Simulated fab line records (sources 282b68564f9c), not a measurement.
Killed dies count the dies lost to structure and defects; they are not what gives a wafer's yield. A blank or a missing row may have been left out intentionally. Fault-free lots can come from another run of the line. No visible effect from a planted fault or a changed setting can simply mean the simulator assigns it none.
Which tool is to blame? :: flow rit_cmos :: 13 lots with 39 wafers sampled at 6 steps, on a route of 202 steps

WHAT THE GAUGES READ, wafer by wafer
RIT_NLDD_TW_MEAS_10. Usual: NLDD_TW gives 2484 (standard deviation 31).
lot: L267
measured: day 2 17:31
on: film_metro-02
NLDD_TW: 2524 2508 2539
flag: 

lot: L268
measured: day 2 23:39
on: film_metro-03
NLDD_TW: 2516 2492 2499
flag: 

lot: L269
measured: day 3 07:12
on: film_metro-02
NLDD_TW: 2498 2499 2493
flag: 

lot: L270
measured: day 3 09:46
on: film_metro-02
NLDD_TW: 2502 2505 2498
flag: 

lot: L271
measured: day 3 14:49
on: film_metro-01
NLDD_TW: 2443 2454 2454
flag: 

lot: L275
measured: day 4 11:03
on: film_metro-03
NLDD_TW: 2523 2494 2514
flag: 

lot: L277
measured: day 4 20:20
on: film_metro-01
NLDD_TW: 2442 2437 2449
flag: 

lot: L280
measured: day 5 12:17
on: film_metro-01
NLDD_TW: 2446 2461 2452
flag: 

lot: L282
measured: day 5 20:01
on: film_metro-02
NLDD_TW: 2517 2508 2526
flag: 

lot: L284
measured: day 6 08:25
on: film_metro-02
NLDD_TW: 2481 2488 2488
flag: 

lot: L286
measured: day 6 18:08
on: film_metro-03
NLDD_TW: 2509 2507 2507
flag: 

lot: L288
measured: day 7 03:04
on: film_metro-02
NLDD_TW: 2514 2504 2509
flag: 

lot: L290
measured: day 7 17:10
on: film_metro-01
NLDD_TW: 2448 2431 2446
flag: 

RIT_NSD_OVL_MEAS_06. Usual: NSD_OVL gives -0.5 nm (standard deviation 1.2).
lot: L267
measured: day 2 22:36
on: overlay-01
NSD_OVL (nm): 1.2 0.6 -0.6
flag: 

lot: L268
measured: day 3 04:31
on: overlay-01
NSD_OVL (nm): -1.2 -1.3 -1.6
flag: 

lot: L269
measured: day 3 12:24
on: overlay-02
NSD_OVL (nm): -1.1 0.0 -1.2
flag: 

lot: L270
measured: day 3 16:23
on: overlay-01
NSD_OVL (nm): 1.3 1.5 0.9
flag: 

lot: L271
measured: day 3 19:54
on: overlay-02
NSD_OVL (nm): -2.1 -0.9 -1.7
flag: 

lot: L275
measured: day 4 16:00
on: overlay-02
NSD_OVL (nm): 0.0 0.0 -0.8
flag: 

lot: L277
measured: day 5 01:09
on: overlay-02
NSD_OVL (nm): -0.2 -0.4 1.1
flag: 

lot: L280
measured: day 5 17:16
on: overlay-02
NSD_OVL (nm): -1.6 0.1 -0.1
flag: 

lot: L282
measured: day 6 01:38
on: overlay-01
NSD_OVL (nm): 1.7 0.1 0.9
flag: 

lot: L284
measured: day 6 13:16
on: overlay-02
NSD_OVL (nm): 0.1 0.2 0.9
flag: 

lot: L286
measured: day 6 23:14
on: overlay-01
NSD_OVL (nm): -2.8 -1.6 -2.8
flag: 

lot: L288
measured: day 7 08:06
on: overlay-01
NSD_OVL (nm): -0.4 -0.5 -1.2
flag: 

lot: L290
measured: day 7 22:01
on: overlay-01
NSD_OVL (nm): -1.2 -2.9 -0.6
flag: 

RIT_M1_RS_MEAS_01: a four-point-probe measurement. Usual: M1_AL_RS gives 0.0734 ohm/sq (standard deviation 0.00065).
lot: L267
measured: day 3 04:44
on: film_metro-03
M1_AL_RS (ohm/sq): 0.0742 0.0733 0.0737
flag: 

lot: L268
measured: day 3 10:55
on: film_metro-03
M1_AL_RS (ohm/sq): 0.0741 0.0748 0.0750
flag: 

lot: L269
measured: day 3 18:27
on: film_metro-03
M1_AL_RS (ohm/sq): 0.0729 0.0733 0.0733
flag: 

lot: L270
measured: day 3 22:28
on: film_metro-03
M1_AL_RS (ohm/sq): 0.0728 0.0739 0.0723
flag: 

lot: L271
measured: day 4 02:10
on: film_metro-03
M1_AL_RS (ohm/sq): 0.0736 0.0731 0.0733
flag: 

lot: L275
measured: day 4 22:11
on: film_metro-03
M1_AL_RS (ohm/sq): 0.1178 0.0729 0.0729 0.1180 0.0730 0.0730
flag: OFF

lot: L277
measured: day 5 07:20
on: film_metro-01
M1_AL_RS (ohm/sq): 0.0721 0.1179 0.0722 0.0723 0.1180 0.0721
flag: OFF

lot: L280
measured: day 5 23:23
on: film_metro-02
M1_AL_RS (ohm/sq): 0.0743 0.0733 0.0732
flag: 

lot: L282
measured: day 6 07:36
on: film_metro-02
M1_AL_RS (ohm/sq): 0.0737 0.0730 0.0733
flag: 

lot: L284
measured: day 6 19:26
on: film_metro-02
M1_AL_RS (ohm/sq): 0.0728 0.0728 0.0734
flag: 

lot: L286
measured: day 7 05:32
on: film_metro-02
M1_AL_RS (ohm/sq): 0.0727 0.0725 0.0726
flag: 

lot: L288
measured: day 7 14:04
on: film_metro-01
M1_AL_RS (ohm/sq): 0.0732 0.0729 0.0732
flag: 

lot: L290
measured: day 8 04:41
on: film_metro-03
M1_AL_RS (ohm/sq): 0.0736 0.0728 0.0734
flag: 

RIT_M1_THK_MEAS_02: measures by xrf. Usual: M1_AL_THK gives 408 nm (standard deviation 3.8).
lot: L267
measured: day 3 04:51
on: film_metro-03
M1_AL_THK (nm): 404 408 408
flag: 

lot: L268
measured: day 3 11:02
on: film_metro-03
M1_AL_THK (nm): 407 401 400
flag: 

lot: L269
measured: day 3 18:34
on: film_metro-03
M1_AL_THK (nm): 412 407 408
flag: 

lot: L270
measured: day 3 22:33
on: film_metro-03
M1_AL_THK (nm): 411 405 415
flag: 

lot: L271
measured: day 4 02:16
on: film_metro-03
M1_AL_THK (nm): 408 412 413
flag: 

lot: L275
measured: day 5 00:23
on: film_metro-03
M1_AL_THK (nm): 258 411 410 259 411 412
flag: OFF

lot: L277
measured: day 5 14:41
on: film_metro-01
M1_AL_THK (nm): 413 260 417 413 258 416
flag: OFF

lot: L280
measured: day 5 23:29
on: film_metro-02
M1_AL_THK (nm): 404 409 410
flag: 

lot: L282
measured: day 6 07:43
on: film_metro-02
M1_AL_THK (nm): 407 411 407
flag: 

lot: L284
measured: day 6 19:34
on: film_metro-02
M1_AL_THK (nm): 410 409 409
flag: 

lot: L286
measured: day 7 05:39
on: film_metro-02
M1_AL_THK (nm): 413 411 411
flag: 

lot: L288
measured: day 7 14:11
on: film_metro-01
M1_AL_THK (nm): 406 407 407
flag: 

lot: L290
measured: day 8 04:47
on: film_metro-03
M1_AL_THK (nm): 410 413 409
flag: 

EACH LOT AND THE TOOL THAT RAN IT (in order: tool; ch and the chambers of the sampled wafers; start)
lot: L267
RIT_NWELL_STRIP_09: plasma_asher-02 ch 0,1, day 1 21:13
RIT_M1_SPUTTER_00: pvd_sputter-04, day 3 04:26

lot: L268
RIT_NWELL_STRIP_09: plasma_asher-02 ch 0,1, day 2 01:49
RIT_M1_SPUTTER_00: pvd_sputter-01, day 3 10:38

lot: L269
RIT_NWELL_STRIP_09: plasma_asher-04 ch 0,1, day 2 08:16
RIT_M1_SPUTTER_00: pvd_sputter-04, day 3 18:08

lot: L270
RIT_NWELL_STRIP_09: plasma_asher-02 ch 0,1, day 2 11:46
RIT_M1_SPUTTER_00: pvd_sputter-01, day 3 22:07

lot: L271
RIT_NWELL_STRIP_09: plasma_asher-03 ch 0,1, day 2 17:56
RIT_M1_SPUTTER_00: pvd_sputter-04, day 4 01:50

lot: L275
RIT_NWELL_STRIP_09: plasma_asher-02 ch 0,1, day 3 13:23
RIT_M1_SPUTTER_00: pvd_sputter-04, day 4 21:53

lot: L277
RIT_NWELL_STRIP_09: plasma_asher-04 ch 0,1, day 3 22:46
RIT_M1_SPUTTER_00: pvd_sputter-04, day 5 07:02

lot: L280
RIT_NWELL_STRIP_09: plasma_asher-04 ch 0,1, day 4 14:38
RIT_M1_SPUTTER_00: pvd_sputter-01, day 5 23:04

lot: L282
RIT_NWELL_STRIP_09: plasma_asher-03 ch 0,1, day 5 00:02
RIT_M1_SPUTTER_00: pvd_sputter-01, day 6 07:19

lot: L284
RIT_NWELL_STRIP_09: plasma_asher-04 ch 0,1, day 5 09:50
RIT_M1_SPUTTER_00: pvd_sputter-01, day 6 19:09

lot: L286
RIT_NWELL_STRIP_09: plasma_asher-02 ch 0,1, day 5 19:34
RIT_M1_SPUTTER_00: pvd_sputter-01, day 7 05:14

lot: L288
RIT_NWELL_STRIP_09: plasma_asher-02 ch 0,1, day 6 05:51
RIT_M1_SPUTTER_00: pvd_sputter-01, day 7 13:46

lot: L290
RIT_NWELL_STRIP_09: plasma_asher-02 ch 0,1, day 6 18:23
RIT_M1_SPUTTER_00: pvd_sputter-03, day 8 04:22
- RIT_NWELL_STRIP_09: strips in O2, time 180 s.
- RIT_M1_SPUTTER_00: material Al, target thk 400 nm, time 500 s.

WHAT THE TOOLS THEMSELVES READ (means of the sampled wafers that have a number; where no wafer has one, the mark that the record gives instead)
RIT_NWELL_STRIP_09. Usual: drypump_motor_current_A 5.3 A, standard deviation 0.5.
lot: L267
tool: plasma_asher-02
drypump_motor_current_A (A): 5.2
flag: 

lot: L268
tool: plasma_asher-02
drypump_motor_current_A (A): 5.2
flag: 

lot: L269
tool: plasma_asher-04
drypump_motor_current_A (A): 5.4
flag: 

lot: L270
tool: plasma_asher-02
drypump_motor_current_A (A): 5.0
flag: 

lot: L271
tool: plasma_asher-03
drypump_motor_current_A (A): 5.4
flag: 

lot: L275
tool: plasma_asher-02
drypump_motor_current_A (A): 5.2
flag: 

lot: L277
tool: plasma_asher-04
drypump_motor_current_A (A): 5.3
flag: 

lot: L280
tool: plasma_asher-04
drypump_motor_current_A (A): 5.4
flag: 

lot: L282
tool: plasma_asher-03
drypump_motor_current_A (A): 5.4
flag: 

lot: L284
tool: plasma_asher-04
drypump_motor_current_A (A): 5.8
flag: 

lot: L286
tool: plasma_asher-02
drypump_motor_current_A (A): 5.2
flag: 

lot: L288
tool: plasma_asher-02
drypump_motor_current_A (A): 5.2
flag: 

lot: L290
tool: plasma_asher-02
drypump_motor_current_A (A): 5.2
flag: 

RIT_M1_SPUTTER_00. Usual: cathode_dc_power_W 2000.0 W, standard deviation 0.31; throttle_valve_pct 29.4 %, standard deviation 1.
lot: L267
tool: pvd_sputter-04
cathode_dc_power_W (W): 2000.0
throttle_valve_pct (%): 29.8
flag: 

lot: L268
tool: pvd_sputter-01
cathode_dc_power_W (W): 2000.0
throttle_valve_pct (%): 29.1
flag: 

lot: L269
tool: pvd_sputter-04
cathode_dc_power_W (W): 2000.0
throttle_valve_pct (%): 29.4
flag: 

lot: L270
tool: pvd_sputter-01
cathode_dc_power_W (W): 2000.0
throttle_valve_pct (%): 28.5
flag: 

lot: L271
tool: pvd_sputter-04
cathode_dc_power_W (W): 1999.9
throttle_valve_pct (%): 29.8
flag: 

lot: L275
tool: pvd_sputter-04
cathode_dc_power_W (W): 2000.1
throttle_valve_pct (%): 29.6
flag: 

lot: L277
tool: pvd_sputter-04
cathode_dc_power_W (W): 2000.2
throttle_valve_pct (%): 29.4
flag: 

lot: L280
tool: pvd_sputter-01
cathode_dc_power_W (W): 2000.0
throttle_valve_pct (%): 29.2
flag: 

lot: L282
tool: pvd_sputter-01
cathode_dc_power_W (W): 2000.0
throttle_valve_pct (%): 29.8
flag: 

lot: L284
tool: pvd_sputter-01
cathode_dc_power_W (W): 1999.8
throttle_valve_pct (%): 29.2
flag: 

lot: L286
tool: pvd_sputter-01
cathode_dc_power_W (W): 2000.1
throttle_valve_pct (%): 28.6
flag: 

lot: L288
tool: pvd_sputter-01
cathode_dc_power_W (W): 1999.9
throttle_valve_pct (%): 28.4
flag: 

lot: L290
tool: pvd_sputter-03
cathode_dc_power_W (W): 2000.2
throttle_valve_pct (%): 29.6
flag: 

THE ANSWER, worked out from the rows above alone
Rule: lot off if the mean of its wafers having a number is beyond 3 standard deviations from the usual mean. A lot without any number at a reading at which 4 lots or more have one is off too. All remaining lots with rows at the step are treated as sound. The gauges are gone through in route order, then the tools' own readings, and for those a lot's mean is taken as printed above. The first step at which some lot is off is used, and at that step the reading that is off furthest; a lot without a number counts as furthest.
Off: L275, L277, at RIT_M1_RS_MEAS_01 (M1_AL_RS).
A tool fits if, at a process step before that reading, it ran every lot that is off, and no sound lot after the first of them. Those tools and the gauges at RIT_M1_RS_MEAS_01 are tried in the same way. One fits: RIT_M1_SPUTTER_00 on pvd_sputter-04. A fault onset in the window from L271 (day 4 01:50, its last sound lot) to L275 (day 4 21:53, its first lot off) fits.

WHAT THE SIMULATOR HAD PUT IN
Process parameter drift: pvd_sputter-04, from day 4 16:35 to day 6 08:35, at RIT_M1_SPUTTER_00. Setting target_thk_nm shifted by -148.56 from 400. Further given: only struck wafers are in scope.
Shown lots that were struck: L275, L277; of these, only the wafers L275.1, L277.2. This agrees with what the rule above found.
